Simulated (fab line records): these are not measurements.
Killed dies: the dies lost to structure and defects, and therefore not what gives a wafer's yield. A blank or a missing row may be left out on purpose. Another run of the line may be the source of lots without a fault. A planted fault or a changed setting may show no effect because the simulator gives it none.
One fault seen from 2 desks | flow berkeleyCmos170 | every desk sees just its own numbers, and what lay behind them comes last

FOR THE TOOL OWNER'S DESK: rieDiel-01
The tool's own readings at UCB170_CONTACT_ETCH_18 (etches PSG in CHF3/CF4/Ar, stops on TiSi2, target depth 840 nm, time 195 s): means of the sampled wafers that have a number, for each lot that ran on this tool. Any lot whose mean is over 4 standard deviations away from the usual mean is out of limits and marked OUT; that distance is given in the brackets.
Columns: A = drypumpMotorCurrentA at UCB170_CONTACT_ETCH_18, usual 5.9 A; B = mfcArSccm at UCB170_CONTACT_ETCH_18, usual 150.1 sccm; C = oesProductAu at UCB170_CONTACT_ETCH_18, usual 0.897 a.u.; D = rfFwdPowerW at UCB170_CONTACT_ETCH_18, usual 698.2 W; E = runLengthS at UCB170_CONTACT_ETCH_18, usual 223.2 s; F = throttleValvePct at UCB170_CONTACT_ETCH_18, usual 6.90 %
lot  | first seen here | A   | B     | C     | D     | E               | F
L372 | day 8 16:00     | 6.0 | 150.3 | 0.906 | 697.7 | 223.1           | 6.96
L377 | day 9 09:00     | 5.7 | 150.4 | 0.897 | 701.3 | 224.0           | 6.93
L376 | day 9 12:00     | 5.7 | 150.0 | 0.905 | 698.1 | 223.3           | 6.86
L380 | day 10 00:00    | 5.4 | 150.1 | 0.863 | 700.9 | 241.4 (+35) OUT | 6.90
This desk finds L380 out of limits, L380 being first, at day 10 00:00 (runLengthS at UCB170_CONTACT_ETCH_18). L372, L377, L376: within limits.

AT THE METROLOGY DESK
What the gauges read for every lot (on any tool): the sampled wafers with a number, averaged. Any lot whose mean is over 4 standard deviations away from the usual mean is out of limits and marked OUT; that distance is given in the brackets.
Columns: A = SILICIDE_TI_THK at UCB170_SILICIDE_THK_MEAS_03, usual 29.7 nm; B = cdNm at UCB170_M2_CD_MEAS_90, usual 699 nm
lot  | first seen here | A    | B
L372 | day 8 11:14     | 30.1 | 698
L370 | day 8 11:57     | 29.9 | 700
L371 | day 8 12:29     | 29.9 | 696
L374 | day 8 21:04     | 29.8 | 697
L377 | day 9 04:26     | 29.9 | 700
L376 | day 9 05:04     | 29.9 | 701
L378 | day 9 19:11     | 29.9 | 697
L380 | day 9 19:35     | 29.8 | 700
L379 | day 9 20:07     | 29.6 | 700
L384 | day 10 05:44    | 29.6 | 700
L388 | day 11 13:20    | 30.0 | 699
L392 | day 12 05:35    | 29.8 | 701
L391 | day 12 05:36    | 29.4 | 698
This desk's verdict: no lot among the 13 shows anything out of limits.

TAKEN TOGETHER
An alarm could have come from the tool owner's desk at day 10 00:00, on L380.
Nothing out of limits was seen by the metrology desk.
The metrology desk has L380 on record, within its limits.
Of the lots named, all ran UCB170_CONTACT_ETCH_18 on rieDiel-01.

WHAT WAS PUT IN BY THE SIMULATOR
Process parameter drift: rieDiel-01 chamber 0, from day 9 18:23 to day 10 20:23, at UCB170_CONTACT_ETCH_18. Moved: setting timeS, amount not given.
Shown lots that were struck: L380.
Time in hours from fault onset to the first out-of-limits reading at each desk: the tool owner's desk, 6.
